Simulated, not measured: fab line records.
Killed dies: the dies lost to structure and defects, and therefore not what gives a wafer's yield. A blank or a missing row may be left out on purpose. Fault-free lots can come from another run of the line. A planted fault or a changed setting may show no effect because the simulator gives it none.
fab line records	flow rit-cmos
record: lots: 6	wafers: 18	last-day: 8
route steps=202 shown ACTIVE@1 FOX1@20 FOX2@23 M1@202
lots untouched by any fault: they come from a run of this same line in which no faults occurred
start-h: hours from the record's first day to the start of the lot's first wafer shown	wait-h: hours elapsed since this lot's preceding step	" same as the row above	L1.1+2: a single row standing in for several wafers	- no value, or no start given	* or withheld: withheld	< > ~ a bound
route shown NAME@n: names a module that has steps shown in the file, with the first one's number in the route	usual: mean/standard deviation of fault-free wafers	same: alike in all rows	chamber/n: place in a boat	sites: readings site by site	_std_site: standard deviation across them	_edge_site: mean of outer sites minus mean of inner sites	radius-mm: how far each site lies from the wafer's centre	mask NAME#n: copy n	behind: tool/chamber where the wafer was last shaped	hold: what put the lot on hold/how long, in hours/how the hold closed	device: transistor that didn't switch, given as n, p or np	end of line: the route-end tests of the same wafers	a step without rows: its recipe alone	killed: at the first sort, the dies lost to defects and structure; wafer yield is something else	map: dies across one wafer; x = killed, . = not, _ = none there
set.NAME: the setting as run; set.NAME@STEP: as run at that earlier step	model.NAME: the simulator's own value behind a step, which no gauge read
a table for each step, a row for each wafer; lots at some steps of the route
services: when a tool's chamber went out of use (start-h, in hours from the record's first day, below 0 if earlier), for how many hours, and the reason
== steps ==
step: RIT_ACTIVE_BOW_MEAS_00
recipe: mode: bow
usual: INCOMING_BOW: 0/6.9
lot.wafer	tool	chamber	start-h	wait-h	INCOMING_BOW[um]
L280.1	film-metro-02	-	20.00	-	2
L280.3	"	-	"	"	10
L280.6	"	-	"	"	3
L281.1	film-metro-04	-	25.00	-	13
L281.3	"	-	"	"	-1
L281.5	"	-	"	"	-8
L290.1	film-metro-04	-	70.00	-	-8
L290.2	"	-	"	"	1
L290.6	"	-	"	"	-1
L293.4	film-metro-02	-	85.06	-	19
L293.5	"	-	"	"	-5
L293.6	"	-	"	"	-5
L297.1	film-metro-02	-	105.00	-	-2
L297.2	"	-	"	"	-13
L297.3	"	-	"	"	-6
L298.2	film-metro-02	-	110.02	-	5
L298.3	"	-	"	"	-3
L298.5	"	-	"	"	1
step: RIT_ACTIVE_OXIDATION_01
recipe: temp-c: 1000	ambient: O2	target-thk-a: 468	ox-time-s: 3360
usual: spike-tc-load-C: 1024.3/3
lot.wafer	tool	chamber	start-h	wait-h	spike-tc-load-C	model.SiO2_of_ACTIVE_OXIDATION_01.thk-nm
L280.1	furnace-04	0	20.64	0.6	1021.5	46.02
L280.3	"	0	"	"	1018.9	46.49
L280.6	"	0	"	"	1020.9	46.32
L281.1	furnace-03	0	26.27	1.2	1024.4	47.45
L281.3	"	0	"	"	1022.3	48.6
L281.5	"	0	"	"	1024.2	48.7
L290.1	furnace-01	0	70.73	0.7	1025.7	46.94
L290.2	"	0	"	"	1027.2	47.54
L290.6	"	0	"	"	1027.7	47.33
L293.4	furnace-03	0	85.38	0.3	1025.5	46.64
L293.5	"	0	"	"	1025.7	46.32
L293.6	"	0	"	"	1024.7	46.79
L297.1	furnace-01	0	107.79	2.8	1027.5	51.34
L297.2	"	0	"	"	1029.1	51.38
L297.3	"	0	"	"	1027.7	51.41
L298.2	furnace-01	0	111.04	1.0	1028.2	50.62
L298.3	"	0	"	"	1028.2	51
L298.5	"	0	"	"	1027.7	50.1
step: RIT_ACTIVE_THK_MEAS_02
recipe: reads: SiO2_of_ACTIVE_OXIDATION_01
usual: ACTIVE_OXIDE_THK: 46.6/1
lot.wafer	tool	chamber	start-h	wait-h	ACTIVE_OXIDE_THK[nm]
L280.1	film-metro-04	-	22.57	0.0	46.0
L280.3	"	-	"	"	46.4
L280.6	"	-	"	"	46.4
L281.1	film-metro-03	-	28.20	0.0	47.5
L281.3	"	-	"	"	48.6
L281.5	"	-	"	"	48.7
L290.1	film-metro-04	-	72.66	0.0	47.0
L290.2	"	-	"	"	47.6
L290.6	"	-	"	"	47.3
L293.4	film-metro-04	-	87.35	0.0	46.6
L293.5	"	-	"	"	46.4
L293.6	"	-	"	"	46.8
L297.1	film-metro-02	-	109.73	0.0	51.3
L297.2	"	-	"	"	51.4
L297.3	"	-	"	"	51.4
L298.2	film-metro-04	-	112.98	0.0	50.6
L298.3	"	-	"	"	51.0
L298.5	"	-	"	"	50.2
step: RIT_ACTIVE_CVD_03
recipe: material: Si3N4	target-thk-nm: 150	temp-c: 810	precursor: SiH2Cl2/NH3	time-s: 1500	pressure-mtorr: 300	sih2cl2-flow-sccm: 60	nh3-flow-sccm: 150
step: RIT_ACTIVE_THK_MEAS_04
recipe: reads: Si3N4_of_ACTIVE_CVD_03
usual: ACTIVE_NITRIDE_THK: 149.2/1.5
lot.wafer	tool	chamber	start-h	wait-h	ACTIVE_NITRIDE_THK[nm]
L280.1	film-metro-03	-	24.75	0.0	150.1
L280.3	"	-	"	"	150.7
L280.6	"	-	"	"	149.8
L281.1	film-metro-03	-	29.68	0.0	148.7
L281.3	"	-	"	"	150.0
L281.5	"	-	"	"	150.1
L290.1	film-metro-03	-	74.14	0.0	147.8
L290.2	"	-	"	"	147.5
L290.6	"	-	"	"	147.3
L293.4	film-metro-03	-	89.40	0.0	148.0
L293.5	"	-	"	"	149.9
L293.6	"	-	"	"	148.7
L297.1	film-metro-02	-	111.20	0.0	148.3
L297.2	"	-	"	"	149.3
L297.3	"	-	"	"	149.5
L298.2	film-metro-02	-	114.46	0.0	148.0
L298.3	"	-	"	"	149.2
L298.5	"	-	"	"	149.8
step: RIT_ACTIVE_HMDS_05
recipe: prime-time-s: 60	prime-temp-c: 140
step: RIT_ACTIVE_COAT_06
recipe: resist: NOVOLAK	spin-rpm: 3250	resist-thk-nm: 1000
step: RIT_ACTIVE_SOFTBAKE_07
recipe: resist: NOVOLAK	temp-c: 90	time-s: 60
step: RIT_ACTIVE_EXPOSE_08
recipe: mask-id: M1	na: 0.6	source-shape: conventional	sigma-outer: 0.6	target-cd-nm: 1400	dose-mj: 225
step: RIT_ACTIVE_PEB_09
recipe: resist: NOVOLAK	temp-c: withheld	time-s: withheld
step: RIT_ACTIVE_DEVELOP_10
recipe: resist: NOVOLAK	develop-time-s: 50	dev-temp-c: 23
step: RIT_ACTIVE_CD_MEAS_11
recipe: target-cd-nm: 1400
usual: cd-nm: 1400.3/2.2
lot.wafer	tool	chamber	start-h	wait-h	cd-nm
L280.1	cd-sem-01	-	25.66	-	1400.2
L280.3	"	-	"	"	1402.2
L280.6	"	-	"	"	1400.6
L281.1	cd-sem-02	-	30.71	-	1401.4
L281.3	"	-	"	"	1399.2
L281.5	"	-	"	"	1397.8
L290.1	cd-sem-01	-	75.17	-	1405.0
L290.2	"	-	"	"	1401.8
L290.6	"	-	"	"	1403.3
L293.4	cd-sem-01	-	90.34	-	1400.3
L293.5	"	-	"	"	1401.3
L293.6	"	-	"	"	1400.2
L297.1	cd-sem-01	-	112.26	-	1399.7
L297.2	"	-	"	"	1397.9
L297.3	"	-	"	"	1398.6
L298.2	cd-sem-01	-	115.50	-	1402.8
L298.3	"	-	"	"	1404.8
L298.5	"	-	"	"	1403.3
step: RIT_ACTIVE_HARDBAKE_12
recipe: resist: NOVOLAK	temp-c: 140	time-s: 60
step: RIT_ACTIVE_ETCH_13
recipe: stop-on: SiO2	chemistry: SF6	target: Si3N4	time-s: 210	over-etch-frac: 0.4	SF6_flow_sccm: 200	pressure-mtorr: 260	rf-w: 125	target-depth-a: 2100
usual: drypump-motor-current-A: 5.6/0.57	oes-product-au: 0.816/0.014	throttle-valve-pct: 7.48/0.12
lot.wafer	tool	chamber	start-h	wait-h	drypump-motor-current-A	oes-product-au	rf-hours-counter-h	throttle-valve-pct
L280.1	rie-diel-02	0	25.93	0.1	5.4	0.809	67	7.47
L280.3	"	2	"	"	4.7	0.831	15	7.57
L280.6	"	2	"	"	4.7	0.833	-	7.55
L281.1	rie-diel-01	0	30.98	0.1	5.4	0.822	2	7.41
L281.3	"	2	"	"	6.8	0.812	117	7.65
L281.5	"	1	"	"	4.9	0.802	-	7.58
L290.1	rie-diel-04	3	75.44	0.1	5.4	0.821	40	7.39
L290.2	"	1	"	"	5.8	0.805	89	7.25
L290.6	"	1	"	"	5.8	0.806	-	7.25
L293.4	rie-diel-04	2	90.55	0.1	6.0	0.821	0	7.51
L293.5	"	2	"	"	6.0	0.827	-	7.49
L293.6	"	3	"	"	5.4	0.828	-	7.40
L297.1	rie-diel-01	1	112.53	0.1	4.8	0.785	8	7.60
L297.2	"	0	"	"	5.4	0.836	3	7.39
L297.3	"	2	"	"	6.8	0.818	118	7.65
L298.2	rie-diel-02	3	115.75	0.1	4.9	0.802	143	7.71
L298.3	"	1	"	"	5.4	0.819	44	7.51
L298.5	"	0	"	"	5.4	0.809	-	7.47
step: RIT_ACTIVE_STRIP_14
recipe: chemistry: O2	time-s: 180	resist: NOVOLAK	platen-temp-c: withheld	power-w: 500	pressure-mtorr: 4000	o2-flow-sccm: 4000
usual: drypump-motor-current-A: 5.6/0.46
lot.wafer	tool	chamber	start-h	wait-h	drypump-motor-current-A	rf-hours-counter-h
L280.1	plasma-asher-01	0	26.07	0.1	4.7	35
L280.3	"	1	"	"	6.0	-
L280.6	"	0	"	"	4.7	-
L281.1	plasma-asher-01	1	31.11	0.1	6.0	35
L281.3	"	1	"	"	6.0	-
L281.5	"	1	"	"	6.0	-
L290.1	plasma-asher-02	0	75.58	0.1	5.8	41
L290.2	"	1	"	"	5.6	41
L290.6	"	1	"	"	5.6	-
L293.4	plasma-asher-01	0	90.74	0.1	4.8	-
L293.5	"	0	"	"	4.7	-
L293.6	"	1	"	"	6.0	-
L297.1	plasma-asher-01	1	112.66	0.1	6.1	44
L297.2	"	0	"	"	4.7	44
L297.3	"	0	"	"	4.7	-
L298.2	plasma-asher-01	0	115.89	0.1	4.7	44
L298.3	"	1	"	"	6.0	-
L298.5	"	0	"	"	4.8	-
step: RIT_ACTIVE_CD_MEAS_90
recipe: target-cd-nm: 1400
usual: cd-nm: 1400.2/2.1
lot.wafer	tool	chamber	start-h	wait-h	cd-nm
L280.1	cd-sem-01	-	26.24	0.1	1399.9
L280.3	"	-	"	"	1402.5
L280.6	"	-	"	"	1400.9
L281.1	cd-sem-02	-	31.29	0.1	1401.7
L281.3	"	-	"	"	1399.2
L281.5	"	-	"	"	1397.9
L290.1	cd-sem-01	-	75.75	0.1	1404.9
L290.2	"	-	"	"	1401.5
L290.6	"	-	"	"	1403.3
L293.4	cd-sem-01	-	90.92	0.1	1400.2
L293.5	"	-	"	"	1401.0
L293.6	"	-	"	"	1400.3
L297.1	cd-sem-01	-	112.84	0.1	1399.5
L297.2	"	-	"	"	1398.3
L297.3	"	-	"	"	1399.2
L298.2	cd-sem-01	-	116.08	0.1	1402.6
L298.3	"	-	"	"	1404.2
L298.5	"	-	"	"	1403.5
step: RIT_ACTIVE_CLEAN_15
recipe: chemistry: SC1	mix: 3:3:50	time-s: 600	temp-c: 75
step: RIT_ACTIVE_CLEAN_16
recipe: chemistry: dHF	dilution: 50:1	time-s: 30
step: RIT_ACTIVE_CLEAN_17
recipe: chemistry: SC2	mix: 3:3:50	time-s: 600	temp-c: 75	dry: n2-spin
step: RIT_FOX1_OXIDATION_00
recipe: temp-c: 1100	ambient: H2O	target-thk-a: 3507	p-h2o-torr: 720	ox-time-s: 1130
step: RIT_FOX1_THK_MEAS_01
recipe: reads: SiO2_of_FOX1_OXIDATION_00
usual: FOX1_OXIDE_THK: 349/5.6
lot.wafer	tool	chamber	start-h	wait-h	FOX1_OXIDE_THK[nm]
L280.1	film-metro-04	-	28.06	0.0	354
L280.3	"	-	"	"	350
L280.6	"	-	"	"	348
L281.1	film-metro-01	-	35.92	0.0	343
L281.3	"	-	"	"	347
L281.5	"	-	"	"	346
L290.1	film-metro-04	-	79.45	0.0	351
L290.2	"	-	"	"	349
L290.6	"	-	"	"	355
L293.4	film-metro-01	-	94.21	0.0	346
L293.5	"	-	"	"	349
L293.6	"	-	"	"	345
L297.1	film-metro-01	-	116.28	0.0	356
L297.2	"	-	"	"	365
L297.3	"	-	"	"	364
L298.2	film-metro-04	-	120.86	0.0	359
L298.3	"	-	"	"	353
L298.5	"	-	"	"	359
step: RIT_FOX1_WET_ETCH_02
recipe: chemistry: BOE	target-depth-nm: 350	time-s: 390	temp-c: 21.5	dry: n2-spin	dilution: 10:1	target: SiO2
step: RIT_FOX2_OXIDATION_00
recipe: temp-c: 1100	ambient: H2O	target-thk-a: 3507	p-h2o-torr: 720	ox-time-s: 1130
step: RIT_FOX2_THK_MEAS_01
recipe: reads: SiO2_of_FOX2_OXIDATION_00
usual: FOX2_OXIDE_THK: 351/6.7
lot.wafer	tool	chamber	start-h	wait-h	FOX2_OXIDE_THK[nm]
L280.1	film-metro-01	-	29.55	0.0	356
L280.3	"	-	"	"	363
L280.6	"	-	"	"	355
L281.1	film-metro-01	-	40.03	0.0	340
L281.3	"	-	"	"	341
L281.5	"	-	"	"	338
L290.1	film-metro-01	-	83.45	0.0	356
L290.2	"	-	"	"	359
L290.6	"	-	"	"	361
L293.4	film-metro-01	-	97.26	0.0	354
L293.5	"	-	"	"	346
L293.6	"	-	"	"	348
L297.1	film-metro-04	-	120.44	0.0	353
L297.2	"	-	"	"	356
L297.3	"	-	"	"	351
L298.2	film-metro-01	-	126.50	0.0	352
L298.3	"	-	"	"	346
L298.5	"	-	"	"	351
step: RIT_FOX2_CLEAN_02
recipe: chemistry: dHF	dilution: 50:1	time-s: 180
step: RIT_FOX2_WET_ETCH_03
recipe: chemistry: H3PO4	target: Si3N4	target-depth-nm: 195	temp-c: 165	time-s: 2700
lot.wafer	tool	chamber	start-h	wait-h	model.SiO2_of_ACTIVE_OXIDATION_01.thk-nm
L280.1	wet-bench-02	2	29.68	0.0	40.98
L280.3	"	2	"	"	41.35
L280.6	"	2	"	"	41.2
L281.1	wet-bench-01	2	40.15	0.0	42.14
L281.3	"	2	"	"	42.85
L281.5	"	2	"	"	42.74
L290.1	wet-bench-03	3	83.57	0.0	41.6
L290.2	"	3	"	"	41.24
L290.6	"	3	"	"	41.08
L293.4	wet-bench-03	0	97.35	0.0	41.23
L293.5	"	0	"	"	40.93
L293.6	"	0	"	"	41.68
L297.1	wet-bench-02	0	120.57	0.0	45.39
L297.2	"	0	"	"	45.91
L297.3	"	0	"	"	45.63
L298.2	wet-bench-02	1	126.62	0.0	44.59
L298.3	"	1	"	"	44.72
L298.5	"	1	"	"	44.47
step: RIT_FOX2_THK_MEAS_90
recipe: reads: SiO2_of_FOX2_OXIDATION_00
usual: FIELD_OXIDE_LEFT_1_THK: 323/6.8
lot.wafer	tool	chamber	start-h	wait-h	FIELD_OXIDE_LEFT_1_THK[nm]
L280.1	film-metro-01	-	30.44	0.0	328
L280.3	"	-	"	"	336
L280.6	"	-	"	"	327
L281.1	film-metro-03	-	40.91	0.0	312
L281.3	"	-	"	"	314
L281.5	"	-	"	"	311
L290.1	film-metro-01	-	84.33	0.0	328
L290.2	"	-	"	"	332
L290.6	"	-	"	"	333
L293.4	film-metro-03	-	98.14	0.0	327
L293.5	"	-	"	"	319
L293.6	"	-	"	"	321
L297.1	film-metro-01	-	121.33	0.0	326
L297.2	"	-	"	"	329
L297.3	"	-	"	"	325
L298.2	film-metro-03	-	127.38	0.0	325
L298.3	"	-	"	"	319
L298.5	"	-	"	"	323
step: RIT_M1_PROBE_99
usual: killed-at-contacts: 0.0/0.22	killed-at-front-end: 6.6/2.7	killed-dies: 6.7/2.7	killed-open: 3.4/2	killed-short: 3.2/1.8
same: gross-dies: 264	killed_at_M0_to_M3: 0	killed_at_M4_up: 0	killed-at-back-side: 0	killed-at-other: 0
lot.wafer	tool	chamber	start-h	wait-h	killed-at-contacts	killed-at-front-end	killed-dies	killed-open	killed-short	model.etest.pldd.width-nm	model.etest.nldd.width-nm	model.etest.pplus-sal.width-nm	model.etest.nplus-sal.width-nm	model.etest.nmos-narrow.drive-ua-um	model.etest.pmos-narrow.drive-ua-um
L280.1	prober-02	-	71.24	0.1	0	2	2	0	2	3176	3162	3424	3444	223.3	100.9
L280.3	prober-02	-	71.34	0.2	1	2	3	0	3	3181	3168	3442	3434	231.4	102.9
L280.6	prober-02	-	71.49	0.2	0	2	2	0	2	3167	3181	3451	3440	225.7	100.3
L281.1	prober-01	-	81.03	0.1	0	5	5	1	4	3201	3181	3454	3462	225.1	102.4
L281.3	prober-01	-	81.13	0.2	0	3	3	3	0	3190	3179	3437	3446	219.2	97.25
L281.5	prober-01	-	81.23	0.2	0	10	10	7	3	3187	3169	3475	3469	224.3	102.2
L290.1	prober-02	-	122.70	0.1	0	5	5	2	3	3170	3167	3461	3454	228.4	104.9
L290.2	prober-02	-	122.75	0.1	0	4	4	0	4	3173	3167	3438	3441	223.4	102
L290.6	prober-02	-	122.95	0.2	0	5	5	0	5	3145	3154	3445	3462	225.4	103.5
L293.4	prober-01	-	145.31	0.2	0	4	4	1	1	3168	3186	3468	3431	222.8	98.2
L293.5	prober-01	-	145.36	0.2	0	10	10	2	6	3177	3182	3478	3452	223.6	100.6
L293.6	prober-01	-	145.41	0.2	0	8	8	5	2	3179	3187	3441	3450	219.2	97.96
L297.1	prober-01	-	175.09	0.1	0	7	7	5	2	3139	3116	3411	3393	218.1	99.19
L297.2	prober-01	-	175.14	0.1	0	9	9	4	5	3115	3095	3410	3410	213	97.66
L297.3	prober-01	-	175.19	0.2	0	15	15	9	6	3103	3110	3396	3401	208.1	95.21
L298.2	prober-01	-	181.72	0.1	0	6	6	2	4	3111	3126	3426	3423	205.7	93.32
L298.3	prober-01	-	181.77	0.2	0	2	2	2	0	3149	3135	3449	3439	212	96.33
L298.5	prober-01	-	181.87	0.2	0	4	4	2	2	3146	3156	3440	3434	210.4	94.31
killed by level:class
L280.1 GATE:geometric-particle:short=1 REOX:geometric-particle:short=1
L280.3 GATE:geometric-particle:short=2 CONTACT:geometric-particle:short=1
L280.6 GATE:geometric-particle:short=1 SILICIDE:geometric-particle:short=1
L281.1 FOX2:geometric-particle:short=1 GATE:geometric-particle:short=1 REOX:geometric-particle:short=1 REOX:geometric-particle:open=1 SILICIDE:geometric-particle:short=1
L281.3 FOX2:geometric-particle:open=1 GATE:geometric-particle:open=1 REOX:geometric-particle:open=1
L281.5 FOX1:geometric-particle:short=2 REOX:geometric-particle:open=2 SPACER:geometric-particle:open=2 FOX1:geometric-particle:open=1 FOX2:geometric-particle:open=1 REOX:geometric-particle:short=1 SILICIDE:geometric-particle:open=1
L290.1 GATE:geometric-particle:short=2 FOX1:geometric-particle:short=1 GATE:geometric-particle:open=1 SILICIDE:geometric-particle:open=1
L290.2 FOX1:geometric-particle:short=1 FOX2:geometric-particle:short=1 SPACER:geometric-particle:short=1 SILICIDE:geometric-particle:short=1
L290.6 GATE:geometric-particle:short=2 REOX:geometric-particle:short=2 SPACER:geometric-particle:short=1
L293.4 NSD:coat-microbubble-printed=2 FOX2:geometric-particle:short=1 SILICIDE:geometric-particle:open=1
L293.5 REOX:geometric-particle:short=3 GATE:geometric-particle:short=2 NSD:coat-microbubble-printed=2 ACTIVE:geometric-particle:open=1 FOX1:geometric-particle:short=1 GATE:geometric-particle:open=1
L293.6 FOX1:geometric-particle:open=2 FOX2:geometric-particle:open=2 FOX1:geometric-particle:short=1 GATE:geometric-particle:open=1 GATE:geometric-particle:short=1 NSD:coat-microbubble-printed=1
L297.1 GATE:geometric-particle:open=3 FOX2:geometric-particle:open=1 GATE:geometric-particle:short=1 SPACER:geometric-particle:short=1 SILICIDE:geometric-particle:open=1
L297.2 GATE:geometric-particle:open=3 REOX:geometric-particle:short=2 FOX1:geometric-particle:short=1 GATE:geometric-particle:short=1 SPACER:geometric-particle:short=1 SPACER:geometric-particle:open=1
L297.3 GATE:geometric-particle:open=5 GATE:geometric-particle:short=2 SPACER:geometric-particle:open=2 SILICIDE:geometric-particle:short=2 FOX2:geometric-particle:open=1 REOX:geometric-particle:open=1 REOX:geometric-particle:short=1 SPACER:geometric-particle:short=1
L298.2 SPACER:geometric-particle:short=2 FOX2:geometric-particle:short=1 GATE:geometric-particle:open=1 SPACER:geometric-particle:open=1 SILICIDE:geometric-particle:short=1
L298.3 GATE:geometric-particle:open=1 SILICIDE:geometric-particle:open=1
L298.5 FOX1:geometric-particle:open=1 GATE:geometric-particle:open=1 GATE:geometric-particle:short=1 SPACER:geometric-particle:short=1
== services ==
tool	chamber	start-h	hours	kind
furnace-04	-	2.59	5.0	pm
plasma-asher-02	-	30.61	0.4	repair
rie-diel-02	1	34.90	8.6	repair
rie-diel-04	3	43.40	5.6	repair
rie-diel-02	3	55.30	32.9	repair
rie-diel-04	2	63.99	-	clean
rie-diel-04	2	63.99	14.8	scheduled-down
rie-diel-04	2	63.99	14.8	vent-cycle
rie-diel-04	-	78.62	0.8	repair
plasma-asher-02	-	83.87	14.6	pm
rie-diel-02	0	89.08	2.4	repair
plasma-asher-01	-	103.33	0.4	repair
furnace-03	-	106.18	60.7	pm
== key ==
first-sign: step: RIT_ACTIVE_THK_MEAS_02	reading: ACTIVE_OXIDE_THK	direction: up	sigmas: 4.3	usual: 46.6	struck: 51.0
effect none on later readings
model-effect: step: RIT_ACTIVE_OXIDATION_01	value: SiO2_of_ACTIVE_OXIDATION_01.thk-nm	without: 47.13	struck: 50.98
model-effect: step: RIT_FOX2_WET_ETCH_03	value: SiO2_of_ACTIVE_OXIDATION_01.thk-nm	without: 41.7	struck: 45.12
model-effect: step: RIT_M1_PROBE_99	value: etest.pldd.width-nm	without: 3168	struck: 3127
met-at RIT_ACTIVE_OXIDATION_01
struck-wafers L297.1,L297.2,L297.3,L298.2,L298.3,L298.5
tester-left-out L297,L298
onset-between 70.73 107.79
also-fits time
fault: kind: process-parameter-drift	tool: furnace-01	chamber: -	onset-h: 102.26	steps: RIT_ACTIVE_OXIDATION_01	channel: ox-time-s	offset: *	shape: step	end-h: 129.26	acts-in: *	stated: *
tester-left-out: of these lots the tester's yield and bins aren't shown, on N5 and GAA mostly nor the transistor test; their killed dies are dies lost to structure and defects alone, not to doping, threshold or leakage, so they don't give the yield
